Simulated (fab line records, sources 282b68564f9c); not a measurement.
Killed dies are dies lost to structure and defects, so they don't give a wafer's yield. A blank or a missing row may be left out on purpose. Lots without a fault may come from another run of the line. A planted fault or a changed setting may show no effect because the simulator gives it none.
Which tool did it? | flow rit_cmos | 14 lots, 42 wafers sampled, at 2 steps of a route of 202

WHAT THE GAUGES READ, wafer by wafer
RIT_PLDD_OVL_MEAS_06. Usual: PLDD_OVL 0.6 nm, standard deviation 1.3.
lot  | measured    | on         | PLDD_OVL (nm)     | flag
L241 | day 2 18:56 | overlay-01 | 1.2 0.6 0.6       |
L242 | day 3 00:01 | overlay-01 | 3.2 0.5 0.3       |
L243 | day 3 04:37 | overlay-01 | 1.4 -0.5 0.8      |
L245 | day 3 16:16 | overlay-02 | 2.3 3.0 2.2       |
L248 | day 4 05:29 | overlay-01 | 241.9 241.3 241.7 | OFF
L249 | day 4 11:29 | overlay-01 | 241.5 241.5 241.1 | OFF
L251 | day 4 20:08 | overlay-01 | 1.4 1.9 2.1       |
L252 | day 5 01:53 | overlay-01 | 240.6 241.0 240.3 | OFF
L253 | day 5 08:35 | overlay-01 | 1.1 1.8 1.6       |
L254 | day 5 11:49 | overlay-01 | -0.4 -0.7 -1.2    |
L255 | day 5 17:04 | overlay-01 | 1.8 3.1 1.8       |
L257 | day 6 03:46 | overlay-01 | 2.2 2.5 2.3       |
L260 | day 6 17:37 | overlay-01 | -0.1 -0.5 1.7     |
L261 | day 6 23:15 | overlay-02 | 2.0 0.4 -2.7      |

WHICH TOOL RAN EACH LOT (tool, then ch and the chambers of the sampled wafers, then the start)
lot  | RIT_PLDD_EXPOSE_03
L241 | iline_stepper-01 ch 0, day 2 18:34
L242 | iline_stepper-01 ch 0, day 2 23:39
L243 | iline_stepper-02 ch 0, day 3 04:13
L245 | iline_stepper-01 ch 0, day 3 15:48
L248 | iline_stepper-02 ch 0, day 4 05:04
L249 | iline_stepper-02 ch 0, day 4 11:05
L251 | iline_stepper-01 ch 0, day 4 19:46
L252 | iline_stepper-02 ch 0, day 5 01:31
L253 | iline_stepper-01 ch 0, day 5 08:13
L254 | iline_stepper-01 ch 0, day 5 11:25
L255 | iline_stepper-01 ch 0, day 5 16:40
L257 | iline_stepper-01 ch 0, day 6 03:23
L260 | iline_stepper-01 ch 0, day 6 17:16
L261 | iline_stepper-01 ch 0, day 6 22:52
- RIT_PLDD_EXPOSE_03: exposes mask M8, target cd 40900 nm.

WHAT THE TOOLS THEMSELVES READ (means of the sampled wafers that have a number; where no wafer has one, the mark that the record gives instead)
The record holds no such reading with a usual standard deviation.

THE ANSWER, worked out from the rows above alone
Rule: a lot is off if the mean of its wafers that have a number lies more than 3 standard deviations from the usual mean. A lot without any number at a reading at which 4 lots or more have one is off too. The other lots that the step has rows for count as sound. The gauges are gone through in route order, then the tools' own readings, and for those a lot's mean is taken as printed above. The first step at which some lot is off is used, and at that step the reading that is off furthest; a lot without a number counts as furthest.
Off: L248, L249, L252, at RIT_PLDD_OVL_MEAS_06 (PLDD_OVL).
A tool fits if, at a process step before that reading, it ran every lot that is off, and no sound lot after the first of them. The gauges at RIT_PLDD_OVL_MEAS_06 are tried like those tools. One fits: iline_stepper-02 at RIT_PLDD_EXPOSE_03. Its last sound lot is L243 (day 3 04:13), its first lot that is off L248 (day 4 05:04): a fault that began between those two fits.

WHAT THE SIMULATOR HAD PUT IN
Scanner matching overlay: iline_stepper-02, from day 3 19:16 on, at RIT_PLDD_EXPOSE_03. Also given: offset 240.
Lots struck among those shown: L248, L249, L252. The rule above found the same.
